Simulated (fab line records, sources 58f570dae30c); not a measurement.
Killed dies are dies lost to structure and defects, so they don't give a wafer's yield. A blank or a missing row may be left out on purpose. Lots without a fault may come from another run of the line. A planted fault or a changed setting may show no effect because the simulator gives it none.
Which tool did it? | flow berkeley_cmos170 | 14 lots, 42 wafers sampled, at 5 steps of a route of 331

WHAT THE GAUGES READ, wafer by wafer
UCB170_SILICIDE_RS_MEAS_02: measures by four-point-probe.
lot  | measured     | on            | SILICIDE_TI_RS (ohm/sq)
L166 | day 7 16:41  | film_metro-04 | 26.0 26.7 26.7
L165 | day 7 16:56  | film_metro-04 | 26.3 26.9 26.6
L167 | day 7 16:59  | film_metro-01 | 27.5 27.1 27.0
L170 | day 8 07:36  | film_metro-02 | 26.9 26.5 26.5
L168 | day 8 07:50  | film_metro-02 | 27.1 27.2 26.9
L169 | day 8 08:05  | film_metro-02 | 26.4 25.9 26.1
L173 | day 8 12:46  | film_metro-04 | 27.0 26.5 27.2
L172 | day 8 12:55  | film_metro-02 | 26.8 26.6 26.6
L174 | day 8 20:38  | film_metro-04 | 27.2 27.4 27.0
L180 | day 9 22:32  | film_metro-01 | 25.9 26.6 26.9
L178 | day 10 13:17 | film_metro-02 | 26.8 26.8 26.7
L187 | day 11 19:44 | film_metro-04 | 26.6 26.5 26.6
L186 | day 11 20:17 | film_metro-01 | 26.6 26.3 26.5
L185 | day 11 20:22 | film_metro-04 | 26.9 27.2 27.1

UCB170_V1_CD_MEAS_12: target cd 700 nm.
lot  | measured     | on        | cd_nm (nm)
L166 | day 8 07:04  | cd_sem-01 | 697.5 697.3 698.3
L165 | day 8 07:14  | cd_sem-02 | 699.8 699.5 700.3
L167 | day 8 12:02  | cd_sem-01 | 700.9 698.3 698.8
L170 | day 8 20:28  | cd_sem-02 | 700.4 701.0 698.1
L168 | day 8 20:16  | cd_sem-02 | 700.3 699.9 699.8
L169 | day 8 20:43  | cd_sem-02 | 700.8 700.4 700.1
L173 | day 9 04:21  | cd_sem-01 | 701.9 701.7 701.0
L172 | day 9 04:47  | cd_sem-02 | 700.8 701.0 701.3
L174 | day 9 14:46  | cd_sem-01 | 700.6 702.0 701.5
L180 | day 10 16:38 | cd_sem-02 | 699.0 699.9 699.8
L178 | day 11 06:30 | cd_sem-01 | 701.6 700.9 701.9
L187 | day 12 11:21 | cd_sem-02 | 699.0 699.1 698.9
L186 | day 12 11:38 | cd_sem-01 | 698.4 698.7 699.8
L185 | day 12 11:28 | cd_sem-02 | 696.1 697.3 697.3

UCB170_V2_THK_MEAS_01.
lot  | measured     | on            | V2_TEOS_THK (nm)
L166 | day 8 10:35  | film_metro-04 | 1973 2034 2013
L165 | day 8 10:42  | film_metro-04 | 1967 1961 2025
L167 | day 8 15:56  | film_metro-02 | 1979 1975 1991
L170 | day 9 00:32  | film_metro-04 | 1979 2021 2033
L168 | day 9 00:05  | film_metro-03 | 2023 2035 2038
L169 | day 9 00:41  | film_metro-02 | 1999 2008 2008
L173 | day 9 10:11  | film_metro-02 | 2008 1991 2038
L172 | day 9 10:31  | film_metro-03 | 1949 2001 2010
L174 | day 9 17:59  | film_metro-04 | 1956 1962 1991
L180 | day 10 20:56 | film_metro-03 | 2826 2855 2882
L178 | day 11 10:47 | film_metro-03 | 2841 2834 2888
L187 | day 12 15:48 | film_metro-03 | 1997 2033 1988
L186 | day 12 16:27 | film_metro-03 | 2019 2019 2045
L185 | day 12 16:08 | film_metro-03 | 1983 1959 2001

WHICH TOOL RAN EACH LOT (tool, then ch and the chambers of the sampled wafers, then the start)
lot  | UCB170_CONTACT_ETCH_18                        | UCB170_V2_CVD_00
L166 | rie_diel-04 ch 0,2,3, day 8 07:04 or earlier  | pecvd-03 ch 0,1,2, day 8 10:26
L165 | rie_diel-03 ch 0,2,3, day 8 07:14 or earlier  | pecvd-01 ch 0,2, day 8 10:33
L167 | rie_diel-01 ch 1,2,3, day 8 12:02 or earlier  | pecvd-02 ch 0,1,2, day 8 15:47
L170 | rie_diel-04 ch 0,1, day 8 20:28 or earlier    | pecvd-02 ch 1,2, day 9 00:23
L168 | rie_diel-03 ch 2,3, day 8 20:16 or earlier    | pecvd-01 ch 0,1,2, day 8 23:59
L169 | rie_diel-04 ch 0,2,3, day 8 20:43 or earlier  | pecvd-03 ch 0,1,2, day 9 00:31
L173 | rie_diel-03 ch 0,1,3, day 9 04:21 or earlier  | pecvd-03 ch 0,2, day 9 10:02
L172 | rie_diel-01 ch 0,1, day 9 04:47 or earlier    | pecvd-01 ch 0,1, day 9 10:20
L174 | rie_diel-04 ch 1,2,3, day 9 14:46 or earlier  | pecvd-01 ch 0,1,2, day 9 17:50
L180 | rie_diel-04 ch 0,1,3, day 10 16:38 or earlier | pecvd-01 ch 1,2, day 10 20:47
L178 | rie_diel-03 ch 1,2, day 11 06:30 or earlier   | pecvd-01 ch 0,1, day 11 10:38
L187 | rie_diel-01 ch 0,2, day 12 11:21 or earlier   | pecvd-03 ch 0,1,2, day 12 15:38
L186 | rie_diel-04 ch 0,2,3, day 12 11:38 or earlier | pecvd-02 ch 0,1,2, day 12 16:14
L185 | rie_diel-01 ch 0,1,3, day 12 11:28 or earlier | pecvd-03 ch 1,2, day 12 15:59
- UCB170_CONTACT_ETCH_18: etches PSG in CHF3/CF4/Ar, stops on TiSi2, target depth 840 nm, time 195 s.
- UCB170_V2_CVD_00: deposits SiO2 from TEOS/O2, target thk 2000 nm, time 250 s.

WHAT THE TOOLS THEMSELVES READ (means of the sampled wafers that have a number; where no wafer has one, the mark that the record gives instead)
UCB170_CONTACT_ETCH_18.
lot  | tool        | drypump_motor_current_A (A) | oes_product_au (a.u.) | rf_fwd_power_W (W) | throttle_valve_pct (%)
L166 | rie_diel-04 | 5.6                         | 0.877                 | 698.5              | 6.98
L165 | rie_diel-03 | 5.9                         | 0.893                 | 699.4              | 6.92
L167 | rie_diel-01 | 6.1                         | 0.901                 | 699.8              | 7.02
L170 | rie_diel-04 | 5.2                         | 0.895                 | 699.5              | 7.01
L168 | rie_diel-03 | 5.7                         | 0.886                 | 698.1              | 6.92
L169 | rie_diel-04 | 5.6                         | 0.889                 | 696.4              | 6.99
L173 | rie_diel-03 | 6.1                         | 0.893                 | 699.5              | 6.99
L172 | rie_diel-01 | 6.2                         | 0.892                 | 697.1              | 7.00
L174 | rie_diel-04 | 5.3                         | 0.893                 | 699.6              | 6.95
L180 | rie_diel-04 | 5.5                         | 0.896                 | 699.4              | 6.94
L178 | rie_diel-03 | 5.8                         | 0.888                 | 696.5              | 7.02
L187 | rie_diel-01 | 6.0                         | 0.891                 | 697.3              | 7.05
L186 | rie_diel-04 | 5.6                         | 0.885                 | 696.7              | 6.97
L185 | rie_diel-01 | 6.2                         | 0.899                 | 697.8              | 6.98

UCB170_V2_CVD_00.
lot  | tool     | heater_power_w (W) | rf_fwd_power_W (W)
L166 | pecvd-03 | 200                | 547.7
L165 | pecvd-01 | 241                | 549.3
L167 | pecvd-02 | 325                | 549.9
L170 | pecvd-02 | 313                | 548.7
L168 | pecvd-01 | 255                | 548.3
L169 | pecvd-03 | 211                | 549.2
L173 | pecvd-03 | 199                | 549.2
L172 | pecvd-01 | 274                | 547.5
L174 | pecvd-01 | 315                | 549.3
L180 | pecvd-01 | 260                | 547.8
L178 | pecvd-01 | 297                | 547.9
L187 | pecvd-03 | 193                | 550.4
L186 | pecvd-02 | 271                | 547.9
L185 | pecvd-03 | 233                | 548.9

THE ANSWER, worked out from the rows above alone
Rule: what is usual is taken from the lots themselves. Put in order of their means at a reading, lots are off if they are a third of the lots or fewer, leave a main group of 4 or more, and stand apart from it by a gap of 3 or more times the standard deviation of the main group's means; of several such gaps the widest counts. A main group whose means are all the same, to the digits that the tables above print for the reading, isn't used. A lot without any number at a reading at which 4 lots or more have one is off too. The other lots that the step has rows for count as sound. The gauges are gone through in route order, then the tools' own readings, and for those a lot's mean is taken as printed above. The first step at which some lot is off is used, and at that step the reading that is off furthest; a lot without a number counts as furthest.
Off: L180, L178, at UCB170_V2_THK_MEAS_01 (V2_TEOS_THK). The main group: mean 2000 nm, standard deviation 19.
A tool fits if, at a process step before that reading, it ran every lot that is off, and no sound lot after the first of them. The gauges at UCB170_V2_THK_MEAS_01 are tried like those tools. UCB170_CONTACT_ETCH_18 gives no start for some lots, so the hours and the order of its lots are those of UCB170_V1_CD_MEAS_12. One fits: pecvd-01 at UCB170_V2_CVD_00. Its last sound lot is L174 (day 9 17:50), its first lot that is off L180 (day 10 20:47): a fault that began between those two fits.

WHAT THE SIMULATOR HAD PUT IN
Process parameter drift: pecvd-01, from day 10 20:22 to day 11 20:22, at UCB170_V2_CVD_00. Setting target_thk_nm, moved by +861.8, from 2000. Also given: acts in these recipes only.
Lots struck among those shown: L180, L178. The rule above found the same.
